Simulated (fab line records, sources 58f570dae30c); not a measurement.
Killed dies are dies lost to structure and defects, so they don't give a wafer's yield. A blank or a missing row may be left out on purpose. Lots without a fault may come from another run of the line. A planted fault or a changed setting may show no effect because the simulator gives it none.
Which tool did it? | flow berkeley_cmos170 | 15 lots, 45 wafers sampled, at 4 steps of a route of 331

WHAT THE GAUGES READ, wafer by wafer
UCB170_START_THK_MEAS_03.
lot  | measured    | on            | START_OXIDE_THK (nm)
L695 | day 1 16:58 | film_metro-03 | 19.5 19.7 19.8
L698 | day 2 10:10 | film_metro-03 | 20.4 20.3 20.3
L700 | day 2 19:47 | film_metro-01 | 20.5 20.3 20.3
L703 | day 3 13:07 | film_metro-02 | 20.7 20.8 21.0
L704 | day 3 16:58 | film_metro-03 | 19.6 19.4 20.0
L705 | day 4 02:20 | film_metro-02 | 20.6 20.1 20.4
L707 | day 4 10:15 | film_metro-03 | 19.9 19.9 19.6
L709 | day 4 18:17 | film_metro-03 | 20.2 20.8 19.9
L711 | day 5 07:03 | film_metro-03 | 20.2 20.0 20.1
L712 | day 5 07:04 | film_metro-01 | 20.3 20.3 20.3
L713 | day 5 16:39 | film_metro-01 | 19.5 19.4 19.4
L714 | day 5 16:39 | film_metro-03 | 20.0 20.3 20.3
L715 | day 6 02:20 | film_metro-03 | 20.0 20.1 20.0
L716 | day 6 02:20 | film_metro-02 | 19.8 19.9 19.6
L717 | day 6 13:11 | film_metro-03 | 19.8 19.7 19.7

UCB170_ACTIVE_THK_MEAS_06.
lot  | measured    | on            | ACTIVE_NITRIDE_THK (nm)
L695 | day 4 19:50 | film_metro-03 | 217.2 217.2 217.7
L698 | day 5 13:19 | film_metro-03 | 216.7 218.9 216.4
L700 | day 6 16:37 | film_metro-01 | 228.1 223.9 226.1
L707 | day 7 22:22 | film_metro-01 | 224.4 222.8 223.6
L709 | day 8 05:49 | film_metro-03 | 218.9 221.2 218.6
L711 | day 8 17:19 | film_metro-02 | 219.1 219.7 220.4
L712 | day 8 17:19 | film_metro-01 | 218.1 216.0 219.3
L713 | day 8 22:33 | film_metro-01 | 218.3 217.6 218.1
L714 | day 8 22:31 | film_metro-02 | 222.6 220.5 220.5
L715 | day 8 22:27 | film_metro-02 | 219.7 219.9 219.0
L716 | day 8 22:35 | film_metro-02 | 219.3 219.6 219.0
L717 | day 9 12:01 | film_metro-02 | 218.9 217.6 220.1

WHICH TOOL RAN EACH LOT (tool, then ch and the chambers of the sampled wafers, then the start)
lot  | UCB170_NWELL_WET_ETCH_18       | UCB170_PWELL_STRIP_16
L695 | wet_bench-01 ch 2, day 2 15:05 | plasma_asher-01 ch 0,1, day 3 11:06
L698 | wet_bench-01 ch 2, day 3 03:59 | plasma_asher-01 ch 0,1, day 4 00:58
L700 | wet_bench-01 ch 1, day 3 23:52 | plasma_asher-01 ch 0,1, day 4 20:26
L703 | wet_bench-04 ch 3, day 4 19:35 | -
L704 | wet_bench-01 ch 1, day 4 19:48 | -
L705 | wet_bench-04 ch 3, day 5 00:40 | -
L707 | wet_bench-01 ch 0, day 5 15:49 | plasma_asher-03 ch 0,1, day 6 15:38
L709 | wet_bench-02 ch 0, day 6 00:41 | plasma_asher-03 ch 0,1, day 6 21:19
L711 | wet_bench-01 ch 1, day 6 15:07 | plasma_asher-01 ch 0,1, day 7 08:50
L712 | wet_bench-02 ch 3, day 6 14:58 | plasma_asher-04 ch 0,1, day 7 09:06
L713 | wet_bench-01 ch 2, day 6 19:43 | plasma_asher-04 ch 0,1, day 7 17:09
L714 | wet_bench-01 ch 0, day 6 19:43 | plasma_asher-03 ch 0,1, day 7 16:46
L715 | wet_bench-04 ch 3, day 7 02:20 | plasma_asher-01 ch 0,1, day 7 20:41
L716 | wet_bench-04 ch 1, day 7 02:20 | plasma_asher-03 ch 0,1, day 7 20:46
L717 | wet_bench-01 ch 3, day 7 08:39 | plasma_asher-04 ch 0,1, day 8 05:32
- UCB170_NWELL_WET_ETCH_18: etches Si3N4 in H3PO4, time 14400 s.
- UCB170_PWELL_STRIP_16: strips in O2.

WHAT THE TOOLS THEMSELVES READ (means of the sampled wafers that have a number; where no wafer has one, the mark that the record gives instead)
UCB170_NWELL_WET_ETCH_18.
lot  | tool         | bath_guard_temp_C (C) | bath_heat_duty_pct (%)
L695 | wet_bench-01 | 160.6                 | 27.8
L698 | wet_bench-01 | 160.5                 | 26.6
L700 | wet_bench-01 | 159.1                 | 27.7
L703 | wet_bench-04 | -                     | -
L704 | wet_bench-01 | -                     | -
L705 | wet_bench-04 | -                     | -
L707 | wet_bench-01 | 160.4                 | 27.7
L709 | wet_bench-02 | 159.8                 | 30.6
L711 | wet_bench-01 | 159.0                 | 28.2
L712 | wet_bench-02 | 159.6                 | 24.9
L713 | wet_bench-01 | 160.3                 | 26.3
L714 | wet_bench-01 | 160.4                 | 27.8
L715 | wet_bench-04 | 159.5                 | 32.4
L716 | wet_bench-04 | 160.6                 | 26.0
L717 | wet_bench-01 | 160.5                 | 26.2

UCB170_PWELL_STRIP_16.
lot  | tool            | chamber_pressure_mTorr (mTorr) | drypump_motor_current_A (A) | oes_product_au (a.u.) | strip_time_to_endpoint_s (s)
L695 | plasma_asher-01 | 3498                           | 6.0                         | 0.719                 | 18.15
L698 | plasma_asher-01 | 3498                           | 6.0                         | 0.722                 | 18.22
L700 | plasma_asher-01 | 3501                           | 5.9                         | 0.725                 | 18.16
L707 | plasma_asher-03 | 3501                           | 5.8                         | 0.722                 | 18.05
L709 | plasma_asher-03 | 3503                           | 5.7                         | 0.725                 | 17.99
L711 | plasma_asher-01 | 3499                           | 5.9                         | 0.725                 | 18.07
L712 | plasma_asher-04 | 3499                           | 5.2                         | 0.718                 | 18.06
L713 | plasma_asher-04 | 3502                           | 5.2                         | 0.719                 | 18.15
L714 | plasma_asher-03 | 3500                           | 5.8                         | 0.720                 | 18.17
L715 | plasma_asher-01 | 3500                           | 5.9                         | 0.716                 | 18.02
L716 | plasma_asher-03 | 3499                           | 5.8                         | 0.724                 | 18.14
L717 | plasma_asher-04 | 3500                           | 5.3                         | 0.721                 | 18.04

THE ANSWER, worked out from the rows above alone
Rule: what is usual is taken from the lots themselves. Put in order of their means at a reading, lots are off if they are a third of the lots or fewer, leave a main group of 4 or more, and stand apart from it by a gap of 3 or more times the standard deviation of the main group's means; of several such gaps the widest counts. A main group whose means are all the same, to the digits that the tables above print for the reading, isn't used. A lot without any number at a reading at which 4 lots or more have one is off too. The other lots that the step has rows for count as sound. The gauges are gone through in route order, then the tools' own readings, and for those a lot's mean is taken as printed above. The first step at which some lot is off is used, and at that step the reading that is off furthest; a lot without a number counts as furthest.
Off: L703, L704, L705, at UCB170_NWELL_WET_ETCH_18 (bath_guard_temp_C). Without a number there: L703, L704, L705. The main group: mean 160.0 C, standard deviation 0.57.
A tool fits if, at that step or a process step before it, it ran every lot that is off, and no sound lot after the first of them. None of those tried fits.

WHAT THE SIMULATOR HAD PUT IN
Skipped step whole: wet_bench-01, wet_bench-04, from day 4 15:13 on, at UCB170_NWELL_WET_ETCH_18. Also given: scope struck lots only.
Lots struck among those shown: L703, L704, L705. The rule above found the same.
